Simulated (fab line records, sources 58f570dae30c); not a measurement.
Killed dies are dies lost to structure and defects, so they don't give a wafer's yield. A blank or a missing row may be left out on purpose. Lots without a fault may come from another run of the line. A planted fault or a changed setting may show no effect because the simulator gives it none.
Which tool did it? | flow berkeley_cmos170 | 15 lots, 45 wafers sampled, at 4 steps of a route of 331

WHAT THE GAUGES READ, wafer by wafer
UCB170_PSD_TW_MEAS_10.
lot  | measured     | on            | PSD_TW
L659 | day 6 17:12  | film_metro-03 | 2270 2276 2260
L660 | day 6 17:34  | film_metro-02 | 2309 2326 2341
L658 | day 6 17:41  | film_metro-03 | 2271 2270 2271
L662 | day 7 00:43  | film_metro-01 | 2326 2328 2327
L661 | day 7 00:58  | film_metro-03 | 2270 2261 2268
L664 | day 7 15:31  | film_metro-01 | 2327 2327 2317
L666 | day 8 07:14  | film_metro-01 | 2305 2322 2324
L668 | day 8 07:52  | film_metro-03 | 2262 2269 2280
L670 | day 8 08:05  | film_metro-02 | 2318 2315 2315
L676 | day 10 09:10 | film_metro-03 | 2286 2282 2298
L675 | day 10 09:27 | film_metro-02 | 2319 2323 2307
L677 | day 11 00:38 | film_metro-03 | 2272 2269 2267
L679 | day 11 00:54 | film_metro-02 | 2322 2318 2325
L678 | day 11 07:28 | film_metro-01 | 2336 2328 2339
L680 | day 11 07:37 | film_metro-02 | 2308 2319 2326

UCB170_SILICIDE_THK_MEAS_03: measures by xrf.
lot  | measured     | on            | SILICIDE_TI_THK (nm)
L659 | day 6 20:57  | film_metro-04 | 30.4 30.2 30.2
L660 | day 6 21:18  | film_metro-03 | 30.1 30.5 30.0
L658 | day 6 21:35  | film_metro-04 | 29.9 29.9 30.1
L662 | day 7 05:26  | film_metro-03 | 30.4 29.9 30.0
L661 | day 7 05:41  | film_metro-04 | 30.2 30.2 30.3
L664 | day 7 19:04  | film_metro-04 | 29.8 30.0 30.6
L666 | day 8 11:21  | film_metro-04 | 31.2 30.5 30.4
L668 | day 8 11:54  | film_metro-04 | 29.3 30.2 30.1
L670 | day 8 12:05  | film_metro-04 | 30.3 29.8 29.8
L676 | day 10 15:31 | film_metro-01 | 29.7 30.1 30.0
L675 | day 10 15:32 | film_metro-03 | 30.0 30.2 30.6
L677 | day 11 07:27 | film_metro-03 | 30.3 30.2 30.2
L679 | day 11 07:27 | film_metro-04 | 30.0 29.7 29.5
L678 | day 11 15:11 | film_metro-04 | 30.3 30.0 30.1
L680 | day 11 15:11 | film_metro-01 | 29.6 29.5 29.9

UCB170_CONTACT_THK_MEAS_02.
lot  | measured     | on            | CONTACT_PSG_THK (nm)
L659 | day 6 23:49  | film_metro-04 | 697 696 702
L660 | day 6 23:49  | film_metro-02 | 704 703 703
L658 | day 6 23:49  | film_metro-03 | 691 693 685
L662 | day 7 07:34  | film_metro-02 | 770 775 771
L661 | day 7 09:22  | film_metro-02 | 770 762 759
L664 | day 7 21:38  | film_metro-04 | 782 779 785
L666 | day 8 13:30  | film_metro-03 | 707 708 702
L668 | day 8 15:16  | film_metro-03 | 706 697 703
L670 | day 8 15:17  | film_metro-02 | 699 705 703
L676 | day 10 19:50 | film_metro-03 | 699 703 708
L675 | day 10 19:52 | film_metro-02 | 697 693 697
L677 | day 11 09:39 | film_metro-03 | 696 695 695
L679 | day 11 09:39 | film_metro-02 | 688 690 689
L678 | day 11 17:48 | film_metro-02 | 686 688 691
L680 | day 11 17:46 | film_metro-04 | 688 698 699

WHICH TOOL RAN EACH LOT (tool, then ch and the chambers of the sampled wafers, then the start)
lot  | UCB170_CONTACT_CVD_01
L659 | lpcvd-01 ch 0, day 6 22:01
L660 | lpcvd-01 ch 1, day 6 22:01
L658 | lpcvd-01 ch 1, day 6 22:01
L662 | lpcvd-01 ch 1, day 7 05:47
L661 | lpcvd-01 ch 1, day 7 07:34
L664 | lpcvd-01 ch 1, day 7 19:51
L666 | lpcvd-02 ch 1, day 8 11:43
L668 | lpcvd-02 ch 1, day 8 13:29
L670 | lpcvd-02 ch 0, day 8 13:29
L676 | lpcvd-02 ch 1, day 10 18:02
L675 | lpcvd-02 ch 1, day 10 18:02
L677 | lpcvd-02 ch 1, day 11 07:52
L679 | lpcvd-02 ch 1, day 11 07:52
L678 | lpcvd-01 ch 0, day 11 15:59
L680 | lpcvd-01 ch 0, day 11 15:59
- UCB170_CONTACT_CVD_01: deposits PSG from SiH4/O2/PH3, target thk 700 nm, time 2820 s.

WHAT THE TOOLS THEMSELVES READ (means of the sampled wafers that have a number; where no wafer has one, the mark that the record gives instead)
UCB170_CONTACT_CVD_01.
lot  | tool     | sih4_flow_sccm (sccm) | spike_tc_centre_C (C) | spike_tc_load_C (C) | spike_tc_source_C (C) | susceptor_temp_C (C)
L659 | lpcvd-01 | 60.09                 | 452.8                 | 470.2               | 468.5                 | 449.79
L660 | lpcvd-01 | 59.87                 | 452.2                 | 470.2               | 468.8                 | 450.02
L658 | lpcvd-01 | 59.95                 | 453.4                 | 469.8               | 470.2                 | 450.28
L662 | lpcvd-01 | 59.97                 | 463.5                 | 481.0               | 480.1                 | 461.63
L661 | lpcvd-01 | 59.92                 | 464.3                 | 481.6               | 481.7                 | 461.58
L664 | lpcvd-01 | 60.21                 | 464.1                 | 480.8               | 480.7                 | 461.67
L666 | lpcvd-02 | 60.14                 | 450.6                 | 469.9               | 467.4                 | 450.13
L668 | lpcvd-02 | 59.93                 | 450.8                 | 470.2               | 468.8                 | 450.37
L670 | lpcvd-02 | 60.24                 | 452.8                 | 472.8               | 468.9                 | 449.93
L676 | lpcvd-02 | 59.72                 | 451.3                 | 469.5               | 468.3                 | 450.01
L675 | lpcvd-02 | 59.88                 | 451.0                 | 470.0               | 467.9                 | 450.02
L677 | lpcvd-02 | 59.98                 | 450.9                 | 470.3               | 467.9                 | 450.17
L679 | lpcvd-02 | 60.05                 | 451.2                 | 470.1               | 467.8                 | 450.04
L678 | lpcvd-01 | 60.28                 | 453.8                 | 468.8               | 468.7                 | 449.99
L680 | lpcvd-01 | 59.98                 | 452.7                 | 469.9               | 468.2                 | 449.85

THE ANSWER, worked out from the rows above alone
Rule: what is usual is taken from the lots themselves. Put in order of their means at a reading, lots are off if they are a third of the lots or fewer, leave a main group of 4 or more, and stand apart from it by a gap of 3 or more times the standard deviation of the main group's means; of several such gaps the widest counts. A main group whose means are all the same, to the digits that the tables above print for the reading, isn't used. A lot without any number at a reading at which 4 lots or more have one is off too. The other lots that the step has rows for count as sound. The gauges are gone through in route order, then the tools' own readings, and for those a lot's mean is taken as printed above. The first step at which some lot is off is used, and at that step the reading that is off furthest; a lot without a number counts as furthest.
Off: L662, L661, L664, at UCB170_CONTACT_THK_MEAS_02 (CONTACT_PSG_THK). The main group: mean 697 nm, standard deviation 5.8.
A tool fits if, at a process step before that reading, it ran every lot that is off, and no sound lot after the first of them. The gauges at UCB170_CONTACT_THK_MEAS_02 aren't tried: what is off there is off at UCB170_CONTACT_CVD_01 too, on other tools, and a gauge's error can't cause that. None of those tried fits.

WHAT THE SIMULATOR HAD PUT IN
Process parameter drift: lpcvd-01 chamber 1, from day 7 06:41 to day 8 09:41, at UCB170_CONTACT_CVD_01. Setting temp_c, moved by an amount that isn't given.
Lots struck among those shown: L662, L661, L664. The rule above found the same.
